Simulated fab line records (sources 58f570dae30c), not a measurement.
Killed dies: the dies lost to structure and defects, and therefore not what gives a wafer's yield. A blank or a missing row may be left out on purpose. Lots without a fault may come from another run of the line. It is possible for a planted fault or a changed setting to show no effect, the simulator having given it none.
fab line records	flow berkeleyCmos170
record lots=7	wafers=21	lastDay=12
route steps=331 shown PFIELD@81 FIELD@89
lots untouched by any fault: they come from a run of this same line in which no faults occurred
startH: hours from the record's opening day to when the first of the lot's shown wafers began	waitH: time in hours since the lot's previous step	" identical to the entry in the row above	L1.1+2: one row covering several wafers at once	- value missing, or start not given	* or withheld: withheld	< > ~ a bound
route shown NAME@n: a module of which the file shows steps, and the number in the route of the first	usual: average and standard deviation across the fault-free wafers	same: alike in all rows	chamber/n: place in a boat	sites: each site's reading	_std_site: their standard deviation	_edge_site: mean of outer sites minus mean of inner sites	radiusMm: for every site, how far away it sits from the centre of the wafer	mask NAME#n: copy n	behind: tool/chamber where the wafer was last shaped	hold: what put the lot on hold/how long, in hours/how the hold closed	device: which transistor (n, p or np) failed to switch	end of line: the tests these same wafers got at the end of their route	a step with no rows: only its recipe	killed: dies that structure and defects cost at the first sort, which is not the same as the wafer's yield	map: the dies of a wafer, with x for killed, . for not killed, _ for no die there
set.NAME: the setting as run; set.NAME@STEP: as run at that earlier step	model.NAME: the simulator's own value behind a step, which no gauge read
certain route steps with their lots: each step a table, each wafer a row
services: when a tool's chamber went out of use (startH, in hours from the record's first day, below 0 if earlier), for how many hours, and the reason
## steps
# step UCB170_PFIELD_SOFTBAKE_02
# recipe resist=KrF	tempC=130	timeS=60
# step UCB170_PFIELD_EXPOSE_03
# recipe maskId=PFIELD	na=0.5	sigmaOuter=0.6	sourceShape=conventional	targetCdNm=1500	doseMj=30
# step UCB170_PFIELD_PEB_04
# recipe pebTempC=130	pebTimeS=withheld	resist=KrF
# step UCB170_PFIELD_DEVELOP_05
# recipe developer=TMAH	developTimeS=45	resist=KrF	devTempC=21
# step UCB170_PFIELD_OVL_MEAS_06
# usual PFIELD_OVL=-1/4.8
lot.wafer	tool	chamber	startH	waitH	PFIELD_OVL[nm]
L585.2	overlay-01	-	126.60	-	8
L585.4	"	-	"	"	-3
L585.6	"	-	"	"	-9
L590.1	overlay-01	-	154.07	-	-5
L590.4	"	-	"	"	0
L590.5	"	-	"	"	-2
L591.2	overlay-01	-	154.35	-	-17
L591.4	"	-	"	"	-10
L591.5	"	-	"	"	-11
L594.1	overlay-02	-	164.91	-	-11
L594.3	"	-	"	"	-9
L594.5	"	-	"	"	-7
L592.3	overlay-01	-	165.17	-	8
L592.4	"	-	"	"	1
L592.5	"	-	"	"	3
L593.3	overlay-01	-	165.44	-	2
L593.4	"	-	"	"	-6
L593.6	"	-	"	"	-1
L597.1	overlay-01	-	189.59	-	8
L597.5	"	-	"	"	3
L597.6	"	-	"	"	4
# step UCB170_PFIELD_IMPLANT_07
# recipe species=B	doseCm2=2e+13	energyKev=80	tiltDeg=7
# step UCB170_PFIELD_STRIP_08
# recipe chemistry=O2	powerW=400	pressureMtorr=3500	platenTempC=withheld	o2FlowSccm=400	overashFraction=0.5
# usual drypumpMotorCurrentA=5.7/0.48	oesProductAu=0.735/0.0046	stripTimeToEndpointS=21.63/0.06
lot.wafer	tool	chamber	startH	waitH	drypumpMotorCurrentA	oesProductAu	rfHoursCounterH	stripTimeToEndpointS
L585.2	plasmaAsher-01	1	126.78	0.1	6.1	0.738	46	21.58
L585.4	"	0	"	"	6.1	0.733	-	21.61
L585.6	"	0	"	"	6.1	0.738	-	21.62
L590.1	plasmaAsher-01	1	154.26	0.1	6.1	0.739	49	21.64
L590.4	"	0	"	"	6.1	0.739	-	21.62
L590.5	"	1	"	"	6.1	0.739	-	21.60
L591.2	plasmaAsher-01	0	154.53	0.1	6.1	0.731	49	21.62
L591.4	"	0	"	"	6.1	0.734	-	21.54
L591.5	"	0	"	"	6.1	0.736	-	21.62
L594.1	plasmaAsher-03	0	165.10	0.1	5.0	0.731	5	21.75
L594.3	"	1	"	"	6.2	0.728	-	21.75
L594.5	"	0	"	"	5.0	0.735	-	21.71
L592.3	plasmaAsher-02	1	165.37	0.1	5.2	0.735	-	21.65
L592.4	"	0	"	"	5.1	0.729	-	21.68
L592.5	"	1	"	"	5.2	0.735	-	21.66
L593.3	plasmaAsher-02	1	165.65	0.1	5.2	0.735	-	21.67
L593.4	"	0	"	"	5.1	0.735	-	21.61
L593.6	"	0	"	"	5.0	0.737	-	21.66
L597.1	plasmaAsher-02	1	189.77	0.1	5.3	0.731	39	21.60
L597.5	"	1	"	"	5.3	0.731	-	21.68
L597.6	"	0	"	"	5.1	0.737	-	21.61
# step UCB170_PFIELD_TW_MEAS_09
# usual PFIELD_TW=609/4.6
lot.wafer	tool	chamber	startH	waitH	PFIELD_TW
L585.2	filmMetro-02	-	126.89	0.1	604
L585.4	"	-	"	"	603
L585.6	"	-	"	"	602
L590.1	filmMetro-01	-	154.36	0.1	615
L590.4	"	-	"	"	611
L590.5	"	-	"	"	614
L591.2	filmMetro-02	-	154.64	0.1	605
L591.4	"	-	"	"	600
L591.5	"	-	"	"	603
L594.1	filmMetro-02	-	165.20	0.1	602
L594.3	"	-	"	"	605
L594.5	"	-	"	"	605
L592.3	filmMetro-01	-	165.46	0.1	613
L592.4	"	-	"	"	613
L592.5	"	-	"	"	614
L593.3	filmMetro-03	-	165.73	0.1	611
L593.4	"	-	"	"	611
L593.6	"	-	"	"	613
L597.1	filmMetro-03	-	189.87	0.1	609
L597.5	"	-	"	"	609
L597.6	"	-	"	"	609
# step UCB170_FIELD_CLEAN_00
# recipe chemistry=dHF	dilution=25:1	timeS=7.5
# step UCB170_FIELD_OXIDATION_01
# recipe tempC=1000	ambient=H2O	pH2oTorr=584.62	targetThkA=5583	oxTimeS=7200
# step UCB170_FIELD_THK_MEAS_02
# recipe reads=SiO2_of_FIELD_OXIDATION_01
# usual FIELD_OXIDE_THK=558/13
lot.wafer	tool	chamber	startH	waitH	FIELD_OXIDE_THK[nm]
L585.2	filmMetro-01	-	130.87	0.0	561
L585.4	"	-	"	"	559
L585.6	"	-	"	"	558
L590.1	filmMetro-03	-	159.76	0.0	573
L590.4	"	-	"	"	569
L590.5	"	-	"	"	580
L591.2	filmMetro-01	-	159.77	0.0	555
L591.4	"	-	"	"	565
L591.5	"	-	"	"	569
L594.1	filmMetro-01	-	171.17	0.0	544
L594.3	"	-	"	"	540
L594.5	"	-	"	"	548
L592.3	filmMetro-03	-	171.20	0.0	537
L592.4	"	-	"	"	545
L592.5	"	-	"	"	553
L593.3	filmMetro-01	-	171.25	0.1	548
L593.4	"	-	"	"	544
L593.6	"	-	"	"	545
L597.1	filmMetro-03	-	197.93	0.0	541
L597.5	"	-	"	"	542
L597.6	"	-	"	"	536
# step UCB170_FIELD_ANNEAL_03
# recipe tempC=1000	timeS=1200	ambient=N2
# step UCB170_FIELD_WET_ETCH_04
# recipe chemistry=dHF	dilution=10:1	target=SiO2	tempC=25	timeS=60
# usual bathHeatDutyPct=5.8/0.73	runLengthS=87.7/2.9
lot.wafer	tool	chamber	startH	waitH	bathHeatDutyPct	runLengthS	model.SiO2_of_FIELD_OXIDATION_01.thkNm
L585.2	wetBench-02	1	134.65	0.1	6.5	87.4	528
L585.4	"	1	"	"	5.8	87.4	524.9
L585.6	"	1	"	"	6.0	87.4	524.9
L590.1	wetBench-04	0	163.84	0.0	-	-	572.8
L590.4	"	0	"	"	-	-	569.7
L590.5	"	0	"	"	-	-	579.7
L591.2	wetBench-04	1	163.84	0.0	-	-	555.2
L591.4	"	1	"	"	-	-	565
L591.5	"	1	"	"	-	-	569.4
L592.3	wetBench-03	2	177.89	0.0	-	-	536.9
L592.4	"	2	"	"	-	-	545.2
L592.5	"	2	"	"	-	-	552.4
L593.3	wetBench-03	3	177.89	0.0	4.9	93.7	514.7
L593.4	"	3	"	"	5.8	93.7	510.9
L593.6	"	3	"	"	5.1	93.7	510.9
L594.1	wetBench-03	3	177.89	0.0	4.8	93.0	510.5
L594.3	"	3	"	"	4.8	93.0	506.2
L594.5	"	3	"	"	4.3	93.0	514.8
L597.1	wetBench-02	2	203.53	0.0	5.8	85.8	506.9
L597.5	"	2	"	"	6.0	85.8	508.9
L597.6	"	2	"	"	6.5	85.8	502.4
# step UCB170_FIELD_WET_ETCH_05
# recipe chemistry=H3PO4	target=Si3N4	tempC=160	timeS=12600
# step UCB170_FIELD_WET_ETCH_06
# recipe chemistry=BOE	dilution=5:1	target=SiO2	tempC=25	timeS=22
# usual bathHeatDutyPct=6.0/0.7	runLengthS=50.5/2.5
lot.wafer	tool	chamber	startH	waitH	bathHeatDutyPct	runLengthS	model.SiO2_of_FIELD_OXIDATION_01.thkNm
L585.2	wetBench-03	0	138.36	0.0	5.9	49.1	445.6
L585.4	"	0	"	"	5.6	49.1	442.8
L585.6	"	0	"	"	5.8	49.1	442.6
L590.1	wetBench-02	0	167.37	0.0	5.1	54.5	490
L590.4	"	0	"	"	6.9	54.5	486.4
L590.5	"	0	"	"	7.9	54.5	496.8
L591.2	wetBench-02	0	167.37	0.0	6.6	53.8	471.6
L591.4	"	0	"	"	6.6	53.8	481.4
L591.5	"	0	"	"	6.3	53.8	485.5
L592.3	wetBench-04	2	182.09	0.0	5.8	47.7	452.8
L592.4	"	2	"	"	5.2	47.7	461.4
L592.5	"	2	"	"	5.9	47.7	468.8
L593.3	wetBench-04	2	182.09	0.0	5.3	47.8	432.4
L593.4	"	2	"	"	4.9	47.8	428.6
L593.6	"	2	"	"	5.4	47.8	429.1
L594.1	wetBench-04	2	182.09	0.0	5.3	48.1	426.3
L594.3	"	2	"	"	5.5	48.1	422
L594.5	"	2	"	"	5.5	48.1	430.7
L597.1	wetBench-02	0	207.06	0.0	6.6	55.2	423.8
L597.5	"	0	"	"	6.9	55.2	425.5
L597.6	"	0	"	"	6.8	55.2	419.1
## services
tool	chamber	startH	hours	kind
plasmaAsher-03	-	108.75	9.0	pm
plasmaAsher-03	0	108.75	9.0	ventCycle
plasmaAsher-03	1	108.75	9.0	ventCycle
plasmaAsher-01	-	116.88	0.9	repair
plasmaAsher-03	0	117.75	-	clean
plasmaAsher-03	1	117.75	-	clean
plasmaAsher-02	-	202.30	3.2	repair
## key
firstSign step=UCB170_FIELD_WET_ETCH_04	reading=toolRecord	direction=missing
effect none on later readings
modelEffect step=UCB170_FIELD_WET_ETCH_04	value=SiO2_of_FIELD_OXIDATION_01.thkNm	without=527.6	struck=560.7
modelEffect step=UCB170_FIELD_WET_ETCH_06	value=SiO2_of_FIELD_OXIDATION_01.thkNm	without=444.1	struck=477.2
metAt UCB170_FIELD_WET_ETCH_04
struckWafers L590.1,L590.4,L590.5,L591.2,L591.4,L591.5,L592.3,L592.4,L592.5
laterRowsLeftOut L590.1,L590.4,L590.5,L591.2,L591.4,L591.5,L592.3,L592.4,L592.5
sortLeftOut L590.1,L590.4,L590.5,L591.2,L591.4,L591.5,L592.3,L592.4,L592.5
testerLeftOut L590,L591,L592
fault kind=skippedStepWhole	tool=wetBench-03,wetBench-04	chamber=-	onsetH=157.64	steps=UCB170_FIELD_WET_ETCH_04	scope=struckLotsOnly
# testerLeftOut: of these lots the tester's yield and bins aren't shown, on N5 and GAA mostly nor the transistor test; their killed dies are dies lost to structure and defects alone, not to doping, threshold or leakage, so they don't give the yield
# sortLeftOut: the simulated sort isn't trusted on such a fault, so these wafers' sort isn't shown, and their yield isn't known
# laterRowsLeftOut: the simulator's readings of these wafers behind a module that went badly wrong aren't trusted and aren't shown, but for the sort
